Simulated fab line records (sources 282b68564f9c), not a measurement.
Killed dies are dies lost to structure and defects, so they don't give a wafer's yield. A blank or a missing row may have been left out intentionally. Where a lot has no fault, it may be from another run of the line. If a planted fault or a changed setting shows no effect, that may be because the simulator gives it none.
fab line records | flow rit-cmos
record: lots: 6 | wafers: 18 | last-day: 7
route steps=202 shown CONTACT@180 M1@184
lots with no fault: from the same line, run without faults
start-h: hours from the record's opening day to when the first of the lot's shown wafers began | wait-h: hours elapsed since this lot's preceding step | " the same as in the row above | L1.1+2: one row covering several wafers at once | - value missing, or start not given | * or withheld: withheld | < > ~ a bound
route shown NAME@n: a module of which the file shows steps, and the number in the route of the first | usual: average and standard deviation across the fault-free wafers | same: alike in all rows | chamber/n: place in a boat | sites: the reading at each site | _std_site: how widely they spread, as a standard deviation | _edge_site: inner sites' mean taken away from outer sites' mean | radius-mm: for every site, how far away it sits from the centre of the wafer | mask NAME#n: copy n | behind: the tool/chamber that last shaped the wafer | hold: why the lot was held/for how many hours/how that ended | device: the n, p or np transistor that did not switch | end of line: tests run on the same wafers once the route is complete | for a step that has no rows: nothing shown but its recipe | killed: dies lost to structure and defects at the first sort, not the wafer's yield | map: a wafer's dies, marking killed ones x, the rest . and places with no die _
set.NAME: the setting that was run; set.NAME@STEP: the one run at that earlier step | model.NAME: the simulator's own value behind a step, which no gauge read
lots at selected steps of the route; one table per step, one row per wafer
services: the hour from which a tool's chamber was out of use, counted from the record's first day as start-h (under 0 if before that day), plus the number of hours and why
== steps ==
step: RIT_CONTACT_STRIP_12
recipe: chemistry: O2 | time-s: 180 | resist: NOVOLAK | platen-temp-c: withheld | power-w: 500 | pressure-mtorr: 4000 | o2-flow-sccm: 4000
usual: drypump-motor-current-A: 5.70/0.3
lot.wafer | tool            | chamber | start-h | wait-h | drypump-motor-current-A | rf-hours-counter-h
L507.1    | plasma-asher-04 | 1       | 67.85   | 0.1    | 6.22                    | 42
L507.3    | "               | 0       | "       | "      | 5.77                    | -
L507.6    | "               | 1       | "       | "      | 6.22                    | -
L512.4    | plasma-asher-03 | 0       | 97.02   | 0.1    | 5.57                    | -
L512.5    | "               | 0       | "       | "      | 5.53                    | -
L512.6    | "               | 1       | "       | "      | 5.19                    | -
L513.1    | plasma-asher-03 | 1       | 104.45  | 0.1    | 5.19                    | 43
L513.3    | "               | 0       | "       | "      | 5.57                    | -
L513.4    | "               | 1       | "       | "      | 5.18                    | -
L514.2    | plasma-asher-02 | 1       | 109.41  | 0.1    | 5.88                    | 48
L514.4    | "               | 0       | "       | "      | 5.84                    | -
L514.6    | "               | 1       | "       | "      | 5.88                    | -
L526.2    | plasma-asher-02 | 1       | 164.29  | 0.1    | 5.86                    | 55
L526.4    | "               | 0       | "       | "      | 5.86                    | -
L526.5    | "               | 0       | "       | "      | 5.83                    | -
L527.2    | plasma-asher-03 | 0       | 171.77  | 0.1    | 5.53                    | 52
L527.3    | "               | 0       | "       | "      | 5.54                    | -
L527.4    | "               | 1       | "       | "      | 5.19                    | -
step: RIT_CONTACT_CD_MEAS_90
recipe: target-cd-nm: 1000
usual: cd-nm: 1000.2/2.1
lot.wafer | tool      | chamber | start-h | wait-h | cd-nm
L507.1    | cd-sem-01 | -       | 68.02   | 0.1    | 1001.1
L507.3    | "         | -       | "       | "      | 998.5
L507.6    | "         | -       | "       | "      | 998.5
L512.4    | cd-sem-01 | -       | 97.20   | 0.1    | 1000.9
L512.5    | "         | -       | "       | "      | 997.5
L512.6    | "         | -       | "       | "      | 997.7
L513.1    | cd-sem-01 | -       | 104.63  | 0.1    | 998.1
L513.3    | "         | -       | "       | "      | 1000.0
L513.4    | "         | -       | "       | "      | 998.8
L514.2    | cd-sem-01 | -       | 109.61  | 0.1    | 1001.4
L514.4    | "         | -       | "       | "      | 1000.6
L514.6    | "         | -       | "       | "      | 1003.0
L526.2    | cd-sem-02 | -       | 164.49  | 0.1    | 1003.2
L526.4    | "         | -       | "       | "      | 1001.8
L526.5    | "         | -       | "       | "      | 1003.3
L527.2    | cd-sem-01 | -       | 171.96  | 0.1    | 1000.3
L527.3    | "         | -       | "       | "      | 1003.2
L527.4    | "         | -       | "       | "      | 1001.8
step: RIT_CONTACT_CLEAN_13
recipe: chemistry: SC1 | mix: 3:3:50 | time-s: 600 | temp-c: 75
step: RIT_CONTACT_CLEAN_14
recipe: chemistry: SC2 | mix: 3:3:50 | time-s: 600 | temp-c: 75 | dry: n2-spin
step: RIT_M1_SPUTTER_00
recipe: material: Al | target-thk-nm: 400 | power-w: 2000 | chamber-pressure-pa: 0.4 | gas: Ar | time-s: 500 | substrate-temp-c: 25
usual: throttle-valve-pct: 29.9/0.69
lot.wafer | tool           | chamber | start-h | wait-h | throttle-valve-pct
L507.1    | pvd-sputter-03 | -       | 68.49   | 0.0    | 30.3
L507.3    | "              | -       | "       | "      | 31.2
L507.6    | "              | -       | "       | "      | 31.2
L512.4    | pvd-sputter-01 | -       | 97.61   | 0.0    | 29.0
L512.5    | "              | -       | "       | "      | 30.1
L512.6    | "              | -       | "       | "      | 29.9
L513.1    | pvd-sputter-03 | -       | 105.11  | 0.0    | 30.2
L513.3    | "              | -       | "       | "      | 30.1
L513.4    | "              | -       | "       | "      | 30.3
L514.2    | pvd-sputter-04 | -       | 110.06  | 0.0    | 28.1
L514.4    | "              | -       | "       | "      | 30.0
L514.6    | "              | -       | "       | "      | 29.9
L526.2    | pvd-sputter-01 | -       | 164.94  | 0.0    | 30.0
L526.4    | "              | -       | "       | "      | 28.8
L526.5    | "              | -       | "       | "      | 29.0
L527.2    | pvd-sputter-03 | -       | 172.41  | 0.0    | 30.2
L527.3    | "              | -       | "       | "      | 30.5
L527.4    | "              | -       | "       | "      | 31.3
step: RIT_M1_RS_MEAS_01
recipe: thk-meas-gauge: four-point-probe | reads: Al_of_M1_SPUTTER_00
usual: M1_AL_RS: 0.0732/0.00077
lot.wafer | tool          | chamber | start-h | wait-h | M1_AL_RS[ohm/sq]
L507.1    | film-metro-02 | -       | 68.79   | 0.1    | 0.0733
L507.3    | "             | -       | "       | "      | 0.0730
L507.6    | "             | -       | "       | "      | 0.0722
L512.4    | film-metro-03 | -       | 97.96   | 0.2    | 0.0732
L512.5    | "             | -       | "       | "      | 0.0731
L512.6    | "             | -       | "       | "      | 0.0737
L513.1    | film-metro-04 | -       | 105.41  | 0.1    | 0.0735
L513.3    | "             | -       | "       | "      | 0.0730
L513.4    | "             | -       | "       | "      | 0.0737
L514.2    | film-metro-04 | -       | 110.37  | 0.2    | 0.0755
L514.4    | "             | -       | "       | "      | 0.0749
L514.6    | "             | -       | "       | "      | 0.0744
L526.2    | film-metro-04 | -       | 165.25  | 0.2    | 0.0734
L526.4    | "             | -       | "       | "      | 0.0735
L526.5    | "             | -       | "       | "      | 0.0732
L527.2    | film-metro-02 | -       | 172.73  | 0.2    | 0.0729
L527.3    | "             | -       | "       | "      | 0.0731
L527.4    | "             | -       | "       | "      | 0.0724
step: RIT_M1_THK_MEAS_02
recipe: thk-meas-gauge: xrf | reads: Al_of_M1_SPUTTER_00
usual: M1_AL_THK: 402/4.7
lot.wafer | tool          | chamber | start-h | wait-h | M1_AL_THK[nm]
L507.1    | film-metro-02 | -       | 68.91   | 0.1    | 401
L507.3    | "             | -       | "       | "      | 403
L507.6    | "             | -       | "       | "      | 407
L512.4    | film-metro-03 | -       | 98.05   | 0.1    | 399
L512.5    | "             | -       | "       | "      | 402
L512.6    | "             | -       | "       | "      | 400
L513.1    | film-metro-04 | -       | 105.53  | 0.1    | 401
L513.3    | "             | -       | "       | "      | 403
L513.4    | "             | -       | "       | "      | 398
L514.2    | film-metro-04 | -       | 110.48  | 0.1    | 387
L514.4    | "             | -       | "       | "      | 393
L514.6    | "             | -       | "       | "      | 399
L526.2    | film-metro-04 | -       | 165.36  | 0.1    | 406
L526.4    | "             | -       | "       | "      | 407
L526.5    | "             | -       | "       | "      | 406
L527.2    | film-metro-02 | -       | 172.84  | 0.1    | 404
L527.3    | "             | -       | "       | "      | 402
L527.4    | "             | -       | "       | "      | 406
step: RIT_M1_HMDS_03
recipe: prime-time-s: 60 | prime-temp-c: 140
step: RIT_M1_COAT_04
recipe: resist: NOVOLAK | spin-rpm: 2000 | resist-thk-nm: 1300
step: RIT_M1_SOFTBAKE_05
recipe: resist: NOVOLAK | temp-c: 90 | time-s: 60
step: RIT_M1_EXPOSE_06
recipe: mask-id: M12 | na: 0.6 | source-shape: conventional | sigma-outer: 0.5 | target-cd-nm: 2600 | dose-mj: 250
step: RIT_M1_PEB_07
recipe: resist: NOVOLAK | temp-c: withheld | time-s: withheld
step: RIT_M1_DEVELOP_08
recipe: resist: NOVOLAK | develop-time-s: 68 | dev-temp-c: 23
lot.wafer  | tool           | chamber | start-h | wait-h
L507.1+3+6 | litho-track-03 | 0       | 69      | -
L512.4+5+6 | litho-track-02 | 0       | 98      | -
L513.1+3+4 | litho-track-04 | 0       | 106     | -
L514.2+4+6 | litho-track-04 | 0       | 111     | -
L526.2+4+5 | litho-track-02 | 0       | 166     | -
L527.2+3+4 | litho-track-02 | 0       | 173     | -
step: RIT_M1_CD_MEAS_09
recipe: target-cd-nm: 2600
usual: cd-nm: 2599.4/2.2
lot.wafer | tool      | chamber | start-h | wait-h | cd-nm
L507.1    | cd-sem-02 | -       | 69.97   | -      | 2599.3
L507.3    | "         | -       | "       | "      | 2596.6
L507.6    | "         | -       | "       | "      | 2596.9
L512.4    | cd-sem-02 | -       | 99.02   | -      | 2598.7
L512.5    | "         | -       | "       | "      | 2599.3
L512.6    | "         | -       | "       | "      | 2600.5
L513.1    | cd-sem-02 | -       | 106.70  | -      | 2601.1
L513.3    | "         | -       | "       | "      | 2598.0
L513.4    | "         | -       | "       | "      | 2599.2
L514.2    | cd-sem-02 | -       | 111.56  | -      | 2601.6
L514.4    | "         | -       | "       | "      | 2598.5
L514.6    | "         | -       | "       | "      | 2601.0
L526.2    | cd-sem-01 | -       | 166.37  | -      | 2588.5
L526.4    | "         | -       | "       | "      | 2590.0
L526.5    | "         | -       | "       | "      | 2589.0
L527.2    | cd-sem-02 | -       | 173.91  | -      | 2584.2
L527.3    | "         | -       | "       | "      | 2585.6
L527.4    | "         | -       | "       | "      | 2584.1
step: RIT_M1_OVL_MEAS_10
usual: M1_OVL: 0.8/1.7
lot.wafer | tool       | chamber | start-h | wait-h | M1_OVL[nm]
L507.1    | overlay-01 | -       | 70.11   | 0.1    | -0.5
L507.3    | "          | -       | "       | "      | 0.7
L507.6    | "          | -       | "       | "      | -1.0
L512.4    | overlay-02 | -       | 99.10   | 0.1    | -0.7
L512.5    | "          | -       | "       | "      | -1.3
L512.6    | "          | -       | "       | "      | -1.7
L513.1    | overlay-01 | -       | 106.82  | 0.1    | 3.4
L513.3    | "          | -       | "       | "      | 1.6
L513.4    | "          | -       | "       | "      | 0.3
L514.2    | overlay-02 | -       | 111.66  | 0.1    | 1.2
L514.4    | "          | -       | "       | "      | 0.6
L514.6    | "          | -       | "       | "      | 0.0
L526.2    | overlay-01 | -       | 166.47  | 0.1    | -1.5
L526.4    | "          | -       | "       | "      | 1.8
L526.5    | "          | -       | "       | "      | 0.8
L527.2    | overlay-02 | -       | 174.02  | 0.1    | 0.6
L527.3    | "          | -       | "       | "      | -0.2
L527.4    | "          | -       | "       | "      | 0.4
step: RIT_M1_PROBE_99
usual: defect-limited-yield: 97.4/1.1 | killed-at-contacts: 0.1/0.3 | killed-at-front-end: 6.9/2.9 | killed-dies: 7.0/2.9 | killed-open: 3.3/2 | killed-short: 3.7/2 | sort_bin_3_pad_short: 0.1/0.22 | sort_bin_5_function: 1.5/0.81 | sort_bin_6_memory: 1.0/0.64 | sort-n-pass: 257.0/2.9 | sort-yield-pct: 97.4/1.1
same: gross-dies: 264 | killed_at_M0_to_M3: 0 | killed_at_M4_up: 0 | killed-at-back-side: 0 | killed-at-other: 0
lot.wafer | tool      | chamber | start-h | wait-h | defect-limited-yield[%] | killed-at-contacts | killed-at-front-end | killed-dies | killed-open | killed-short | sort_bin_3_pad_short[%] | sort_bin_5_function[%] | sort_bin_6_memory[%] | sort-n-pass | sort-yield-pct[%]
L507.1    | prober-02 | -       | 72.64   | 0.1    | 97.7                    | 0                  | 6                   | 6           | 4           | 2            | 0                       | 1.5                    | 0.8                  | 258.0       | 97.7
L507.3    | prober-02 | -       | 72.74   | 0.2    | 97.3                    | 0                  | 7                   | 7           | 7           | 0            | 0                       | 1.5                    | 1.1                  | 257.0       | 97.3
L507.6    | prober-02 | -       | 72.89   | 0.2    | 95.5                    | 0                  | 12                  | 12          | 7           | 5            | 0.4                     | 2.3                    | 1.9                  | 252.0       | 95.5
L512.4    | prober-01 | -       | 101.83  | 0.2    | 98.1                    | 0                  | 5                   | 5           | 2           | 3            | 0.4                     | 0.8                    | 0.8                  | 259.0       | 98.1
L512.5    | prober-01 | -       | 101.88  | 0.2    | 95.1                    | 0                  | 13                  | 13          | 5           | 8            | 0.4                     | 1.9                    | 2.7                  | 251.0       | 95.1
L512.6    | prober-01 | -       | 101.93  | 0.2    | 100.0                   | 0                  | 0                   | 0           | 0           | 0            | 0                       | 0                      | 0                    | 264.0       | 100.0
L513.1    | prober-02 | -       | 109.37  | 0.1    | 98.1                    | 0                  | 5                   | 5           | 2           | 3            | 0                       | 1.5                    | 0.4                  | 259.0       | 98.1
L513.3    | prober-02 | -       | 109.47  | 0.2    | 98.5                    | 0                  | 4                   | 4           | 3           | 1            | 0                       | 0.8                    | 0.8                  | 260.0       | 98.5
L513.4    | prober-02 | -       | 109.52  | 0.2    | 95.5                    | 0                  | 12                  | 12          | 5           | 7            | 0.4                     | 3.0                    | 1.1                  | 252.0       | 95.5
L514.2    | prober-02 | -       | 114.57  | 0.1    | 94.3                    | 0                  | 15                  | 15          | 7           | 8            | 0.4                     | 3.4                    | 1.9                  | 249.0       | 94.3
L514.4    | prober-02 | -       | 114.67  | 0.2    | 95.1                    | 0                  | 13                  | 13          | 5           | 8            | 0.4                     | 2.7                    | 1.9                  | 251.0       | 95.1
L514.6    | prober-02 | -       | 114.77  | 0.2    | 96.6                    | 0                  | 9                   | 9           | 4           | 5            | 0                       | 2.7                    | 0.8                  | 255.0       | 96.6
L527.2    | prober-02 | -       | 176.60  | 0.1    | 97.3                    | 1                  | 6                   | 7           | 6           | 1            | 0.4                     | 0.8                    | 1.5                  | 257.0       | 97.3
L527.3    | prober-02 | -       | 176.65  | 0.2    | 96.6                    | 0                  | 9                   | 9           | 6           | 3            | 0                       | 1.9                    | 1.5                  | 255.0       | 96.6
L527.4    | prober-02 | -       | 176.70  | 0.2    | 98.1                    | 0                  | 5                   | 5           | 3           | 2            | 0                       | 0.8                    | 1.1                  | 259.0       | 98.1
killed by level:class
L507.1 FOX1:geometric-particle:short=2 GATE:geometric-particle:open=2 FOX1:geometric-particle:open=1 SPACER:geometric-particle:open=1
L507.3 GATE:geometric-particle:open=4 FOX2:geometric-particle:open=2 SILICIDE:geometric-particle:open=1
L507.6 REOX:geometric-particle:open=3 GATE:geometric-particle:short=2 SPACER:geometric-particle:open=2 FOX1:geometric-particle:open=1 FOX2:geometric-particle:short=1 SPACER:geometric-particle:short=1 SILICIDE:geometric-particle:open=1 SILICIDE:geometric-particle:short=1
L512.4 GATE:geometric-particle:short=2 FOX1:geometric-particle:open=1 GATE:geometric-particle:open=1 SPACER:geometric-particle:short=1
L512.5 FOX1:geometric-particle:short=3 FOX1:geometric-particle:open=2 GATE:geometric-particle:short=2 GATE:geometric-particle:open=2 FOX2:geometric-particle:short=1 SPACER:geometric-particle:short=1 SPACER:geometric-particle:open=1 SILICIDE:geometric-particle:short=1
L513.1 GATE:geometric-particle:short=2 FOX2:geometric-particle:short=1 GATE:geometric-particle:open=1 REOX:geometric-particle:open=1
L513.3 SILICIDE:geometric-particle:open=2 GATE:geometric-particle:open=1 REOX:geometric-particle:short=1
L513.4 SILICIDE:geometric-particle:short=4 GATE:geometric-particle:open=2 GATE:geometric-particle:short=2 FOX1:geometric-particle:open=1 FOX2:geometric-particle:short=1 REOX:geometric-particle:open=1 SILICIDE:geometric-particle:open=1
L514.2 GATE:geometric-particle:open=4 SPACER:geometric-particle:short=3 FOX1:geometric-particle:short=2 SPACER:geometric-particle:open=2 GATE:geometric-particle:short=1 SILICIDE:geometric-particle:short=1 STARTING-WAFER:geometric-particle:open=1 STARTING-WAFER:geometric-particle:short=1
L514.4 GATE:geometric-particle:short=4 GATE:geometric-particle:open=3 SPACER:geometric-particle:short=2 FOX1:geometric-particle:open=1 FOX2:geometric-particle:open=1 REOX:geometric-particle:short=1 SILICIDE:geometric-particle:short=1
L514.6 FOX1:geometric-particle:short=3 SPACER:geometric-particle:open=2 FOX1:geometric-particle:open=1 GATE:geometric-particle:short=1 GATE:geometric-particle:open=1 SPACER:geometric-particle:short=1
L527.2 GATE:geometric-particle:open=3 SPACER:geometric-particle:open=1 SILICIDE:geometric-particle:short=1 SILICIDE:geometric-particle:open=1 CONTACT:geometric-particle:open=1
L527.3 REOX:geometric-particle:open=3 GATE:geometric-particle:open=2 REOX:geometric-particle:short=2 FOX2:geometric-particle:short=1 SPACER:geometric-particle:open=1
L527.4 GATE:geometric-particle:open=2 SPACER:geometric-particle:short=2 REOX:geometric-particle:open=1
== services ==
tool            | chamber | start-h | hours | kind
plasma-asher-04 | -       | 43.96   | 1.8   | repair
plasma-asher-02 | -       | 46.64   | 0.4   | repair
plasma-asher-04 | -       | 100.62  | 2.8   | pm
plasma-asher-02 | -       | 103.31  | 2.4   | repair
plasma-asher-04 | -       | 108.75  | 9.0   | pm
plasma-asher-04 | 0       | 108.75  | 9.0   | vent-cycle
plasma-asher-04 | 1       | 108.75  | 9.0   | vent-cycle
plasma-asher-04 | 0       | 117.75  | -     | clean
plasma-asher-04 | 1       | 117.75  | -     | clean
plasma-asher-04 | -       | 126.64  | 2.2   | repair
plasma-asher-04 | -       | 166.23  | 7.6   | repair
plasma-asher-03 | -       | 166.43  | 3.4   | repair
== key ==
first-sign: step: RIT_M1_CD_MEAS_09 | reading: cd-nm | direction: down | sigmas: 5.8 | usual: 2599.4 | struck: 2586.9
effect none on later readings
met-at RIT_M1_DEVELOP_08
struck-wafers L526.2,L526.4,L526.5,L527.2,L527.3,L527.4
onset-between 98 166
also-fits time
fault: kind: process-parameter-drift | tool: litho-track-02 | chamber: - | onset-h: 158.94 | steps: RIT_M1_DEVELOP_08 | channel: develop-time-s | offset: * | shape: step | end-h: 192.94 | acts-in: * | stated: *
